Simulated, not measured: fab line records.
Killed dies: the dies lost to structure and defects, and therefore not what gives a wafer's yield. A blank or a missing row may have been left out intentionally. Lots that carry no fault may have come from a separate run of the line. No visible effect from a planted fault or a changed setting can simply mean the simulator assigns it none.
Which of the tools did it? / flow berkeleyCmos170 / Sampling: 14 lots, 42 wafers, 6 of 331 route steps

== WHAT THE GAUGES SHOWED, per wafer ==
UCB170_M1_RS_MEAS_01: the measuring method here is four-point-probe. Usual: for M1_AL_RS the level is 0.0488 ohm/sq and the standard deviation is 0.00056.
lot=L684; measured=day 7 22:53; on=filmMetro-03; M1_AL_RS (ohm/sq)=0.0489 0.0478 0.0479; flag=
lot=L685; measured=day 8 11:43; on=filmMetro-03; M1_AL_RS (ohm/sq)=0.0477 0.0481 0.0482; flag=
lot=L686; measured=day 8 12:57; on=filmMetro-02; M1_AL_RS (ohm/sq)=0.0486 0.0491 0.0490; flag=
lot=L688; measured=day 9 01:59; on=filmMetro-03; M1_AL_RS (ohm/sq)=0.0487 0.0480 0.0478; flag=
lot=L689; measured=day 9 04:37; on=filmMetro-01; M1_AL_RS (ohm/sq)=0.0494 0.0487 0.0494; flag=
lot=L687; measured=day 9 04:52; on=filmMetro-02; M1_AL_RS (ohm/sq)=0.0488 0.0490 0.0488; flag=
lot=L690; measured=day 9 15:28; on=filmMetro-03; M1_AL_RS (ohm/sq)=0.0490 0.0494 0.0489; flag=
lot=L694; measured=day 9 16:02; on=filmMetro-01; M1_AL_RS (ohm/sq)=0.0483 0.0482 0.0489; flag=
lot=L692; measured=day 9 18:21; on=filmMetro-03; M1_AL_RS (ohm/sq)=0.0497 0.0497 0.0495; flag=
lot=L697; measured=day 10 21:56; on=filmMetro-02; M1_AL_RS (ohm/sq)=0.0493 0.0483 0.0487; flag=
lot=L698; measured=day 10 22:06; on=filmMetro-03; M1_AL_RS (ohm/sq)=0.0486 0.0490 0.0491; flag=
lot=L699; measured=day 11 12:03; on=filmMetro-01; M1_AL_RS (ohm/sq)=0.0491 0.0491 0.0498; flag=
lot=L706; measured=day 12 16:28; on=filmMetro-02; M1_AL_RS (ohm/sq)=0.0474 0.0474 0.0472; flag=
lot=L705; measured=day 12 16:43; on=filmMetro-02; M1_AL_RS (ohm/sq)=0.0483 0.0482 0.0479; flag=

UCB170_M1_THK_MEAS_02: measures by xrf. Usual: for M1_AL_THK the level is 595 nm and the standard deviation is 6.3.
lot=L684; measured=day 7 23:01; on=filmMetro-03; M1_AL_THK (nm)=599 605 604; flag=
lot=L685; measured=day 8 11:50; on=filmMetro-03; M1_AL_THK (nm)=608 599 598; flag=
lot=L686; measured=day 8 13:04; on=filmMetro-02; M1_AL_THK (nm)=603 589 593; flag=
lot=L688; measured=day 9 02:06; on=filmMetro-03; M1_AL_THK (nm)=588 601 605; flag=
lot=L689; measured=day 9 04:44; on=filmMetro-01; M1_AL_THK (nm)=584 595 587; flag=
lot=L687; measured=day 9 04:58; on=filmMetro-02; M1_AL_THK (nm)=599 596 597; flag=
lot=L690; measured=day 9 15:35; on=filmMetro-03; M1_AL_THK (nm)=589 583 592; flag=
lot=L694; measured=day 9 16:09; on=filmMetro-01; M1_AL_THK (nm)=600 604 593; flag=
lot=L692; measured=day 9 18:28; on=filmMetro-03; M1_AL_THK (nm)=584 581 583; flag=
lot=L697; measured=day 10 22:02; on=filmMetro-02; M1_AL_THK (nm)=589 601 594; flag=
lot=L698; measured=day 10 22:13; on=filmMetro-03; M1_AL_THK (nm)=597 595 594; flag=
lot=L699; measured=day 11 12:10; on=filmMetro-01; M1_AL_THK (nm)=592 599 587; flag=
lot=L706; measured=day 12 16:34; on=filmMetro-02; M1_AL_THK (nm)=610 609 609; flag=
lot=L705; measured=day 12 16:50; on=filmMetro-02; M1_AL_THK (nm)=598 599 601; flag=

UCB170_V1_CD_MEAS_90 targets a cd of 700 nm. Usual: cdNm 700.0 nm, standard deviation 1.5.
lot=L684; measured=day 8 04:20; on=cdSem-01; cdNm (nm)=698.6 698.8 699.7; flag=
lot=L685; measured=day 8 17:08; on=cdSem-02; cdNm (nm)=699.2 698.6 700.0; flag=
lot=L686; measured=day 8 19:03; on=cdSem-01; cdNm (nm)=698.8 699.5 700.0; flag=
lot=L688; measured=day 9 07:38; on=cdSem-02; cdNm (nm)=701.8 702.4 701.9; flag=
lot=L689; measured=day 9 10:08; on=cdSem-02; cdNm (nm)=698.7 698.7 698.8; flag=
lot=L687; measured=day 9 14:37; on=cdSem-01; cdNm (nm)=698.4 700.5 698.8; flag=
lot=L690; measured=day 9 23:26; on=cdSem-02; cdNm (nm)=696.4 697.8 697.1; flag=
lot=L694; measured=day 9 23:43; on=cdSem-02; cdNm (nm)=698.1 699.7 698.7; flag=
lot=L692; measured=day 10 00:33; on=cdSem-02; cdNm (nm)=698.3 700.0 701.5; flag=
lot=L697; measured=day 11 05:25; on=cdSem-01; cdNm (nm)=706.7 699.5 699.7; flag=
lot=L698; measured=day 11 05:44; on=cdSem-01; cdNm (nm)=700.6 700.9 700.2; flag=
lot=L699; measured=day 11 19:32; on=cdSem-01; cdNm (nm)=708.0 702.6 701.1; flag=
lot=L706; measured=day 12 21:57; on=cdSem-02; cdNm (nm)=700.9 701.0 700.0; flag=
lot=L705; measured=day 13 02:34; on=cdSem-02; cdNm (nm)=702.9 702.2 703.1; flag=

== TOOL THAT RAN EACH LOT (tool first, then ch and the chambers of the sampled wafers, then the start) ==
lot=L684; UCB170_CONTACT_STRIP_19=plasmaAsher-02 ch 0,1, day 7 22:25; UCB170_V1_ETCH_14=rieDiel-04 ch 2,3, day 8 04:04; UCB170_V1_STRIP_15=plasmaAsher-02 ch 0,1, day 8 04:14
lot=L685; UCB170_CONTACT_STRIP_19=plasmaAsher-04 ch 0,1, day 8 11:16; UCB170_V1_ETCH_14=rieDiel-01 ch 0,2,3, day 8 16:52; UCB170_V1_STRIP_15=plasmaAsher-02 ch 0,1, day 8 17:02
lot=L686; UCB170_CONTACT_STRIP_19=plasmaAsher-01 ch 0,1, day 8 12:28; UCB170_V1_ETCH_14=rieDiel-02 ch 0,1, day 8 18:45; UCB170_V1_STRIP_15=plasmaAsher-03 ch 0,1, day 8 18:56
lot=L688; UCB170_CONTACT_STRIP_19=plasmaAsher-04 ch 0,1, day 9 01:31; UCB170_V1_ETCH_14=rieDiel-02 ch 0,1, day 9 07:22; UCB170_V1_STRIP_15=plasmaAsher-03 ch 0,1, day 9 07:32
lot=L689; UCB170_CONTACT_STRIP_19=plasmaAsher-02 ch 0,1, day 9 04:08; UCB170_V1_ETCH_14=rieDiel-04 ch 1,2,3, day 9 09:51; UCB170_V1_STRIP_15=plasmaAsher-03 ch 0,1, day 9 10:02
lot=L687; UCB170_CONTACT_STRIP_19=plasmaAsher-01 ch 0,1, day 9 04:23; UCB170_V1_ETCH_14=rieDiel-01 ch 0,1,3, day 9 14:19; UCB170_V1_STRIP_15=plasmaAsher-02 ch 0,1, day 9 14:30
lot=L690; UCB170_CONTACT_STRIP_19=plasmaAsher-02 ch 0,1, day 9 15:00; UCB170_V1_ETCH_14=rieDiel-02 ch 0,1,2, day 9 23:10; UCB170_V1_STRIP_15=plasmaAsher-04 ch 0,1, day 9 23:20
lot=L694; UCB170_CONTACT_STRIP_19=plasmaAsher-01 ch 0,1, day 9 15:32; UCB170_V1_ETCH_14=rieDiel-01 ch 0,3, day 9 23:26; UCB170_V1_STRIP_15=plasmaAsher-03 ch 1, day 9 23:37
lot=L692; UCB170_CONTACT_STRIP_19=plasmaAsher-04 ch 0,1, day 9 17:44; UCB170_V1_ETCH_14=rieDiel-04 ch 0,1,3, day 10 00:16; UCB170_V1_STRIP_15=plasmaAsher-03 ch 0,1, day 10 00:27
lot=L697; UCB170_CONTACT_STRIP_19=plasmaAsher-02 ch 0,1, day 10 21:22; UCB170_V1_ETCH_14=rieDiel-02 ch 0,2,3, day 11 05:07; UCB170_V1_STRIP_15=plasmaAsher-02 ch 0,1, day 11 05:17
lot=L698; UCB170_CONTACT_STRIP_19=plasmaAsher-01 ch 0,1, day 10 21:37; UCB170_V1_ETCH_14=rieDiel-01 ch 0,1,3, day 11 05:26; UCB170_V1_STRIP_15=plasmaAsher-04 ch 0,1, day 11 05:37
lot=L699; UCB170_CONTACT_STRIP_19=plasmaAsher-01 ch 0,1, day 11 11:36; UCB170_V1_ETCH_14=rieDiel-02 ch 0,1,3, day 11 19:16; UCB170_V1_STRIP_15=plasmaAsher-02 ch 0,1, day 11 19:26
lot=L706; UCB170_CONTACT_STRIP_19=plasmaAsher-04 ch 0,1, day 12 15:59; UCB170_V1_ETCH_14=rieDiel-01 ch 0,3, day 12 21:39; UCB170_V1_STRIP_15=plasmaAsher-03 ch 0,1, day 12 21:50
lot=L705; UCB170_CONTACT_STRIP_19=plasmaAsher-01 ch 0,1, day 12 16:16; UCB170_V1_ETCH_14=rieDiel-04 ch 1,3, day 13 02:17; UCB170_V1_STRIP_15=plasmaAsher-02 ch 0,1, day 13 02:28
- UCB170_CONTACT_STRIP_19: strips in O2.
- UCB170_V1_ETCH_14: etches SiO2 in CHF3/CF4/Ar, stops on Al, target depth 1250 nm, time 291 s.
- UCB170_V1_STRIP_15: strips in O2.

== WHAT THE TOOLS THEMSELVES READ (means of the sampled wafers that have a number; where no wafer has one, the mark that the record gives instead) ==
UCB170_CONTACT_STRIP_19. Usual: drypumpMotorCurrentA 5.8 A, standard deviation 0.31; oesProductAu 0.725 a.u., standard deviation 0.0045.
lot=L684; tool=plasmaAsher-02; drypumpMotorCurrentA (A)=5.8; oesProductAu (a.u.)=0.725; flag=
lot=L685; tool=plasmaAsher-04; drypumpMotorCurrentA (A)=5.8; oesProductAu (a.u.)=0.725; flag=
lot=L686; tool=plasmaAsher-01; drypumpMotorCurrentA (A)=5.7; oesProductAu (a.u.)=0.728; flag=
lot=L688; tool=plasmaAsher-04; drypumpMotorCurrentA (A)=5.8; oesProductAu (a.u.)=0.721; flag=
lot=L689; tool=plasmaAsher-02; drypumpMotorCurrentA (A)=5.9; oesProductAu (a.u.)=0.723; flag=
lot=L687; tool=plasmaAsher-01; drypumpMotorCurrentA (A)=5.9; oesProductAu (a.u.)=0.724; flag=
lot=L690; tool=plasmaAsher-02; drypumpMotorCurrentA (A)=5.8; oesProductAu (a.u.)=0.723; flag=
lot=L694; tool=plasmaAsher-01; drypumpMotorCurrentA (A)=5.7; oesProductAu (a.u.)=0.723; flag=
lot=L692; tool=plasmaAsher-04; drypumpMotorCurrentA (A)=5.8; oesProductAu (a.u.)=0.725; flag=
lot=L697; tool=plasmaAsher-02; drypumpMotorCurrentA (A)=6.0; oesProductAu (a.u.)=0.726; flag=
lot=L698; tool=plasmaAsher-01; drypumpMotorCurrentA (A)=5.7; oesProductAu (a.u.)=0.723; flag=
lot=L699; tool=plasmaAsher-01; drypumpMotorCurrentA (A)=5.7; oesProductAu (a.u.)=0.727; flag=
lot=L706; tool=plasmaAsher-04; drypumpMotorCurrentA (A)=5.6; oesProductAu (a.u.)=0.724; flag=
lot=L705; tool=plasmaAsher-01; drypumpMotorCurrentA (A)=5.9; oesProductAu (a.u.)=0.726; flag=

UCB170_V1_ETCH_14. Usual: cf4FlowSccm 15.00 sccm, standard deviation 0.041; drypumpMotorCurrentA 5.90 A, standard deviation 0.24; oesProductAu 0.870 a.u., standard deviation 0.011; rfFwdPowerW 698.2 W, standard deviation 1.9; throttleValvePct 6.96 %, standard deviation 0.12.
lot=L684; tool=rieDiel-04; cf4FlowSccm (sccm)=15.00; drypumpMotorCurrentA (A)=5.80; oesProductAu (a.u.)=0.868; rfFwdPowerW (W)=696.5; throttleValvePct (%)=7.08; flag=
lot=L685; tool=rieDiel-01; cf4FlowSccm (sccm)=15.00; drypumpMotorCurrentA (A)=5.83; oesProductAu (a.u.)=0.867; rfFwdPowerW (W)=698.5; throttleValvePct (%)=6.96; flag=
lot=L686; tool=rieDiel-02; cf4FlowSccm (sccm)=15.03; drypumpMotorCurrentA (A)=5.82; oesProductAu (a.u.)=0.872; rfFwdPowerW (W)=696.2; throttleValvePct (%)=6.86; flag=
lot=L688; tool=rieDiel-02; cf4FlowSccm (sccm)=14.96; drypumpMotorCurrentA (A)=5.81; oesProductAu (a.u.)=0.874; rfFwdPowerW (W)=697.9; throttleValvePct (%)=6.81; flag=
lot=L689; tool=rieDiel-04; cf4FlowSccm (sccm)=14.96; drypumpMotorCurrentA (A)=5.83; oesProductAu (a.u.)=0.866; rfFwdPowerW (W)=697.6; throttleValvePct (%)=7.00; flag=
lot=L687; tool=rieDiel-01; cf4FlowSccm (sccm)=15.02; drypumpMotorCurrentA (A)=5.94; oesProductAu (a.u.)=0.880; rfFwdPowerW (W)=700.3; throttleValvePct (%)=7.02; flag=
lot=L690; tool=rieDiel-02; cf4FlowSccm (sccm)=14.98; drypumpMotorCurrentA (A)=5.84; oesProductAu (a.u.)=0.880; rfFwdPowerW (W)=699.2; throttleValvePct (%)=6.94; flag=
lot=L694; tool=rieDiel-01; cf4FlowSccm (sccm)=15.04; drypumpMotorCurrentA (A)=5.68; oesProductAu (a.u.)=0.871; rfFwdPowerW (W)=697.8; throttleValvePct (%)=7.06; flag=
lot=L692; tool=rieDiel-04; cf4FlowSccm (sccm)=14.97; drypumpMotorCurrentA (A)=5.84; oesProductAu (a.u.)=0.861; rfFwdPowerW (W)=696.4; throttleValvePct (%)=6.94; flag=
lot=L697; tool=rieDiel-02; cf4FlowSccm (sccm)=14.98; drypumpMotorCurrentA (A)=5.89; oesProductAu (a.u.)=0.874; rfFwdPowerW (W)=791.0; throttleValvePct (%)=6.95; flag=OFF
lot=L698; tool=rieDiel-01; cf4FlowSccm (sccm)=15.00; drypumpMotorCurrentA (A)=5.93; oesProductAu (a.u.)=0.880; rfFwdPowerW (W)=698.5; throttleValvePct (%)=7.02; flag=
lot=L699; tool=rieDiel-02; cf4FlowSccm (sccm)=15.02; drypumpMotorCurrentA (A)=5.87; oesProductAu (a.u.)=0.869; rfFwdPowerW (W)=790.8; throttleValvePct (%)=6.86; flag=OFF
lot=L706; tool=rieDiel-01; cf4FlowSccm (sccm)=14.99; drypumpMotorCurrentA (A)=5.66; oesProductAu (a.u.)=0.871; rfFwdPowerW (W)=700.2; throttleValvePct (%)=7.07; flag=
lot=L705; tool=rieDiel-04; cf4FlowSccm (sccm)=15.01; drypumpMotorCurrentA (A)=5.61; oesProductAu (a.u.)=0.856; rfFwdPowerW (W)=700.0; throttleValvePct (%)=6.94; flag=

UCB170_V1_STRIP_15. Usual: drypumpMotorCurrentA 5.82 A, standard deviation 0.21; oesProductAu 0.722 a.u., standard deviation 0.0045; stripTimeToEndpointS 15.27 s, standard deviation 0.12.
lot=L684; tool=plasmaAsher-02; drypumpMotorCurrentA (A)=5.82; oesProductAu (a.u.)=0.722; stripTimeToEndpointS (s)=15.23; flag=
lot=L685; tool=plasmaAsher-02; drypumpMotorCurrentA (A)=5.83; oesProductAu (a.u.)=0.723; stripTimeToEndpointS (s)=15.23; flag=
lot=L686; tool=plasmaAsher-03; drypumpMotorCurrentA (A)=5.87; oesProductAu (a.u.)=0.723; stripTimeToEndpointS (s)=15.29; flag=
lot=L688; tool=plasmaAsher-03; drypumpMotorCurrentA (A)=5.81; oesProductAu (a.u.)=0.720; stripTimeToEndpointS (s)=15.22; flag=
lot=L689; tool=plasmaAsher-03; drypumpMotorCurrentA (A)=5.81; oesProductAu (a.u.)=0.720; stripTimeToEndpointS (s)=15.17; flag=
lot=L687; tool=plasmaAsher-02; drypumpMotorCurrentA (A)=5.83; oesProductAu (a.u.)=0.718; stripTimeToEndpointS (s)=15.27; flag=
lot=L690; tool=plasmaAsher-04; drypumpMotorCurrentA (A)=5.77; oesProductAu (a.u.)=0.721; stripTimeToEndpointS (s)=15.33; flag=
lot=L694; tool=plasmaAsher-03; drypumpMotorCurrentA (A)=5.77; oesProductAu (a.u.)=0.722; stripTimeToEndpointS (s)=15.28; flag=
lot=L692; tool=plasmaAsher-03; drypumpMotorCurrentA (A)=5.87; oesProductAu (a.u.)=0.719; stripTimeToEndpointS (s)=15.50; flag=
lot=L697; tool=plasmaAsher-02; drypumpMotorCurrentA (A)=5.85; oesProductAu (a.u.)=0.726; stripTimeToEndpointS (s)=14.97; flag=
lot=L698; tool=plasmaAsher-04; drypumpMotorCurrentA (A)=5.77; oesProductAu (a.u.)=0.721; stripTimeToEndpointS (s)=15.27; flag=
lot=L699; tool=plasmaAsher-02; drypumpMotorCurrentA (A)=6.00; oesProductAu (a.u.)=0.721; stripTimeToEndpointS (s)=14.99; flag=
lot=L706; tool=plasmaAsher-03; drypumpMotorCurrentA (A)=5.86; oesProductAu (a.u.)=0.722; stripTimeToEndpointS (s)=15.06; flag=
lot=L705; tool=plasmaAsher-02; drypumpMotorCurrentA (A)=6.04; oesProductAu (a.u.)=0.723; stripTimeToEndpointS (s)=15.19; flag=

== THE ANSWER, worked out from the rows above alone ==
Rule: lot off if the mean of its wafers having a number is beyond 3 standard deviations from the usual mean. A lot without any number at a reading at which 4 lots or more have one is off too. Any other lot the step has rows for is counted as sound. First the gauges in route order, then the tools' own readings, where a lot's mean is used as printed above. At the first step where some lot is off, the reading lying furthest off is the one used; lots without a number count as furthest.
Off at UCB170_V1_ETCH_14 (rfFwdPowerW): L697, L699.
A tool fits if, at that step or a process step before it, it ran every lot that is off, and no sound lot after the first of them. One candidate fits, namely rieDiel-02 at UCB170_V1_ETCH_14. Its last sound lot is L690 (day 9 23:10), its first lot that is off L697 (day 11 05:07): a fault that began between those two fits.
The tool's own readings at UCB170_V1_ETCH_14 bear it out: on the lots that are off they differ by more than 5 times the standard deviation of the sound lots' means. rfFwdPowerW reads 790.9 W there against 698.3 W on the sound lots.

== WHAT THE SIMULATOR HAD PUT IN ==
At UCB170_V1_ETCH_14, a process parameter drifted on rieDiel-02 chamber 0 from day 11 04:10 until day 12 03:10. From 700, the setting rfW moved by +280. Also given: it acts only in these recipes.
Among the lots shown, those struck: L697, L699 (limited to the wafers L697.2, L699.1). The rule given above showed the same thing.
